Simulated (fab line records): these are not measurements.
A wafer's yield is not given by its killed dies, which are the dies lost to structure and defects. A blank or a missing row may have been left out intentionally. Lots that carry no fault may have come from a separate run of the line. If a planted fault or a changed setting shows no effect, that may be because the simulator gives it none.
Struck lot and sound lot, side by side / flow berkeley cmos170 / 23 steps out of a route of 331
Sound: the wafers L471.1, L471.5, L471.6. Wafers L474.3, L474.5, L474.6 were the ones struck. The cause comes at the end.
Each step with rows lists, per side, the tool, then ch with its chambers, then its first start. Under that, the readings that differ: sound wafers / struck wafers / difference of the means / sigmas: that difference in standard deviations of wafers without a fault.
alike: same words and numbers on both sides, and readings whose means sit less than 2 such deviations apart. not compared: any withheld reading, any reading some wafer has no value for, any bound like >300 that may hide the same value, and any number with overlapping values for which the record gives no deviation.
Wherever a step has rows on one side only, a row that says differs or no value, or a row with sigmas, the two part there. When numbers do not overlap yet have no deviation, they are printed without sigmas and do not part them. Lack of a reading on every wafer of one side parts them only where that side has two or more wafers.

first, 5 steps without rows for these wafers: UCB170_PSD_COAT_01 (resist thk 900 nm); UCB170_PSD_SOFTBAKE_02 (time 60 s); UCB170_PSD_EXPOSE_03 (exposes mask PSELECT MOD, target cd 1200 nm); UCB170_PSD_PEB_04; UCB170_PSD_DEVELOP_05 (develop time 45 s).
UCB170_PSD_CD_MEAS_06: target cd 1200 nm.
  struck on cd sem-02, day 10 08:26; sound on cd sem-02, day 9 11:19
  alike: cd nm
UCB170_PSD_OVL_MEAS_07:
  struck on overlay-01, day 10 08:31; sound on overlay-02, day 9 11:26
  alike: PSD_OVL
next, for these wafers, 1 step has no rows: UCB170_PSD_IMPLANT_08.
UCB170_PSD_STRIP_09: strips in O2.
  sound on plasma asher-04 ch 0,1, day 9 11:37; struck on plasma asher-03 ch 0,1, day 10 08:44
reading=drypump motor current A (A); sound=5.92 5.86 6.04; struck=5.56 5.82 5.56; difference=-0.29; sigmas=-2
  alike: chamber pressure mTorr, oes product au, strip time to endpoint s
  not compared: rf hours counter h
UCB170_PSD_TW_MEAS_10:
  struck on film metro-03, day 10 08:49; sound on film metro-01, day 9 11:43
  alike: PSD_TW
then, 2 steps without rows for these wafers: UCB170_PSD_CLEAN_11 (cleans in SPM, time 600 s); UCB170_NSD_HMDS_00 (prime time 60 s).
UCB170_NSD_COAT_01: resist thk 900 nm.
  sound on litho track-01 ch 0, day 9 14:55; struck on litho track-04 ch 0, day 10 09:24
reading=chill plate temp C (C); sound=23.04 23.01 23.01; struck=22.97 22.71 22.85; difference=-0.18; sigmas=-2
reading=model.KrF_of_NSD_COAT_01.thk nm (nm); sound=898.3 900.5 899.3; struck=933.1 934.4 933.9; difference=+34.4; sigmas=
  alike: resist line temp C
then, 3 steps without rows for these wafers: UCB170_NSD_SOFTBAKE_02 (time 60 s); UCB170_NSD_EXPOSE_03 (exposes mask NSELECT MOD, target cd 1200 nm); UCB170_NSD_PEB_04.
UCB170_NSD_DEVELOP_05: develop time 45 s.
  sound: litho track-01 ch 0; struck: litho track-02 ch 0
reading=model.KrF_of_NSD_COAT_01.thk nm (nm); sound=884.1 886.3 885.1; struck=918.9 920.2 919.7; difference=+34.4; sigmas=
  alike: chill plate temp C, resist line temp C
UCB170_NSD_CD_MEAS_06: target cd 1200 nm.
  struck on cd sem-01, day 10 10:21; sound on cd sem-01, day 9 15:56
  alike: cd nm
UCB170_NSD_OVL_MEAS_07:
  struck on overlay-02, day 10 10:26; sound on overlay-02, day 9 16:04
  alike: NSD_OVL
next, for these wafers, 1 step has no rows: UCB170_NSD_IMPLANT_08.
UCB170_NSD_STRIP_09: strips in O2.
  sound on plasma asher-02 ch 0,1, day 9 16:14; struck on plasma asher-02 ch 0,1, day 10 10:39
reading=strip time to endpoint s (s); sound=35.80 35.79 35.77; struck=36.62 36.63 36.67; difference=+0.85; sigmas=+15
  alike: chamber pressure mTorr, drypump motor current A, oes product au
  not compared: rf hours counter h
UCB170_NSD_TW_MEAS_10:
  struck on film metro-03, day 10 10:44; sound on film metro-01, day 9 16:20
  alike: NSD_TW
UCB170_M3_PROBE_99:
  rows exist in the record for the struck wafers here (prober-02, day 11 13:27), but not for the sound ones

WHERE THEY PART
Earliest at UCB170_PSD_STRIP_09; latest, in this record, at UCB170_M3_PROBE_99.

WHY: what the simulator had put in
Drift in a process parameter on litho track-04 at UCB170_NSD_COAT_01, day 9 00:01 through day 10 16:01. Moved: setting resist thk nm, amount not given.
